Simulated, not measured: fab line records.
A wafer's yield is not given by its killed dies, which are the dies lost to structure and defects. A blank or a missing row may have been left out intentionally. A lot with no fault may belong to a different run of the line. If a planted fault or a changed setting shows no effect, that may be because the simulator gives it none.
What tool caused it? + flow rit_cmos + 13 lots with 39 wafers sampled at 2 steps, on a route of 202 steps

## WHAT EACH GAUGE READ, for each wafer
The record holds no reading of a measuring or inspecting step that can be judged against a usual standard deviation.

## WHAT TOOL EACH LOT RAN ON (gives the tool, then ch and the chambers of the sampled wafers, and finally the start)
| lot  | RIT_SPACER_ETCHBACK_05            | RIT_M1_PROBE_99        |
|------|-----------------------------------|------------------------|
| L664 | rie_diel-01 ch 0,1,2, day 3 03:37 | prober-02, day 3 16:11 |
| L667 | rie_diel-03 ch 1,2,3, day 3 20:04 | -                      |
| L668 | rie_diel-01 ch 0,1,2, day 4 03:10 | -                      |
| L670 | rie_diel-03 ch 0,1,3, day 4 06:22 | prober-01, day 4 17:41 |
| L671 | rie_diel-04 ch 2,3, day 4 09:52   | -                      |
| L672 | rie_diel-01 ch 0,1,3, day 4 14:24 | prober-01, day 5 01:45 |
| L674 | rie_diel-01 ch 0,1,3, day 5 03:53 | -                      |
| L675 | rie_diel-03 ch 0,1, day 5 06:34   | -                      |
| L676 | rie_diel-04 ch 0,1,3, day 5 10:52 | prober-01, day 5 22:13 |
| L677 | rie_diel-01 ch 0,3, day 5 14:35   | prober-02, day 6 01:43 |
| L685 | rie_diel-01 ch 0,1,2, day 7 09:09 | -                      |
| L686 | rie_diel-03 ch 0,1,3, day 7 13:47 | -                      |
| L687 | rie_diel-03 ch 0,3, day 7 17:23   | prober-02, day 8 04:20 |
- RIT_SPACER_ETCHBACK_05: etches Si3N4 in SF6/CHF3, stops on SiO2, target depth 250 nm, time 240 s.
- RIT_M1_PROBE_99

## AS READ BY THE TOOLS THEMSELVES (means over the sampled wafers that have a number; for cases with no such wafer, the mark the record gives instead)
RIT_SPACER_ETCHBACK_05.
| lot  | tool        | drypump_motor_current_A (A) | oes_product_au (a.u.) | rf_fwd_power_W (W) | run_length_s (s) | throttle_valve_pct (%) |
|------|-------------|-----------------------------|-----------------------|--------------------|------------------|------------------------|
| L664 | rie_diel-01 | 5.4                         | 0.852                 | 249.8              | 268.3            | 10.19                  |
| L667 | rie_diel-03 | 5.7                         | 0.853                 | 248.9              | 268.3            | 10.35                  |
| L668 | rie_diel-01 | 5.4                         | 0.853                 | 249.5              | 268.4            | 10.19                  |
| L670 | rie_diel-03 | 5.9                         | 0.842                 | 248.9              | 268.1            | 10.39                  |
| L671 | rie_diel-04 | 5.4                         | 0.847                 | 249.5              | 269.1            | 10.13                  |
| L672 | rie_diel-01 | 5.2                         | 0.847                 | 249.4              | 268.5            | 10.12                  |
| L674 | rie_diel-01 | 5.3                         | 0.842                 | 249.6              | 268.4            | 10.12                  |
| L675 | rie_diel-03 | 5.9                         | 0.837                 | 249.4              | 267.7            | 10.41                  |
| L676 | rie_diel-04 | 5.2                         | 0.835                 | 248.9              | 268.7            | 10.21                  |
| L677 | rie_diel-01 | 5.4                         | 0.845                 | 248.7              | 268.9            | 10.16                  |
| L685 | rie_diel-01 | 5.4                         | 0.823                 | 249.6              | 282.3            | 10.17                  |
| L686 | rie_diel-03 | 5.9                         | 0.839                 | 249.1              | 267.7            | 10.38                  |
| L687 | rie_diel-03 | 6.0                         | 0.826                 | 249.9              | 267.5            | 10.36                  |

RIT_M1_PROBE_99.
| lot  | tool      | killed_at_M0_to_M3 | killed_at_contacts | killed_at_front_end | killed_dies | killed_on_rim | killed_open | killed_short |
|------|-----------|--------------------|--------------------|---------------------|-------------|---------------|-------------|--------------|
| L664 | prober-02 | 0.0                | 0.0                | 10.0                | 10.0        | 2.0           | 4.3         | 5.7          |
| L670 | prober-01 | 0.0                | 0.0                | 3.0                 | 3.0         | 1.0           | 2.3         | 0.7          |
| L672 | prober-01 | 0.0                | 0.7                | 4.7                 | 5.3         | 1.0           | 2.0         | 2.7          |
| L676 | prober-01 | 0.0                | 0.0                | 8.3                 | 8.3         | 2.3           | 4.3         | 4.0          |
| L677 | prober-02 | 0.0                | 0.7                | 7.0                 | 7.7         | 2.3           | 3.7         | 4.0          |
| L687 | prober-02 | 0.0                | 0.0                | 10.7                | 10.7        | 4.3           | 5.3         | 5.3          |

## THE ANSWER, worked out from the rows above alone
Rule: the lots themselves supply what counts as usual. Put in order of their means at a reading, lots are off if they are a third of the lots or fewer, leave a main group of 4 or more, and stand apart from it by a gap of 3 or more times the standard deviation of the main group's means; of several such gaps the widest counts. Not used: any main group whose means are identical at the precision the tables above print for the reading. Also off: a lot with no number at a reading for which 4 or more lots have one. All remaining lots with rows at the step are treated as sound. After the gauges, taken in route order, come the tools' own readings; for these a lot's mean is taken, as printed above. The first step at which some lot is off is used, and at that step the reading that is off furthest; a lot without a number counts as furthest.
Off, at RIT_SPACER_ETCHBACK_05 on run_length_s: L685. The main group has a mean of 268.3 s with a standard deviation of 0.47.
If a tool, at that step or one of the process steps before it, ran each lot that is off and ran no sound lot following the first of them, it fits. One candidate fits, namely rie_diel-01 at RIT_SPACER_ETCHBACK_05. Its last sound lot is L677 (day 5 14:35), its first lot that is off L685 (day 7 09:09): a fault that began between those two fits.
The tool's own readings at RIT_SPACER_ETCHBACK_05 bear it out: on the lots that are off they differ by more than 5 times the standard deviation of the sound lots' means. run_length_s reads 282.3 s there against 268.3 s on the sound lots.

## WHAT THE SIMULATOR HAD PUT IN
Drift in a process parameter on rie_diel-01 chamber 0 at RIT_SPACER_ETCHBACK_05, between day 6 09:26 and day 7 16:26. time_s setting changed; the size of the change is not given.
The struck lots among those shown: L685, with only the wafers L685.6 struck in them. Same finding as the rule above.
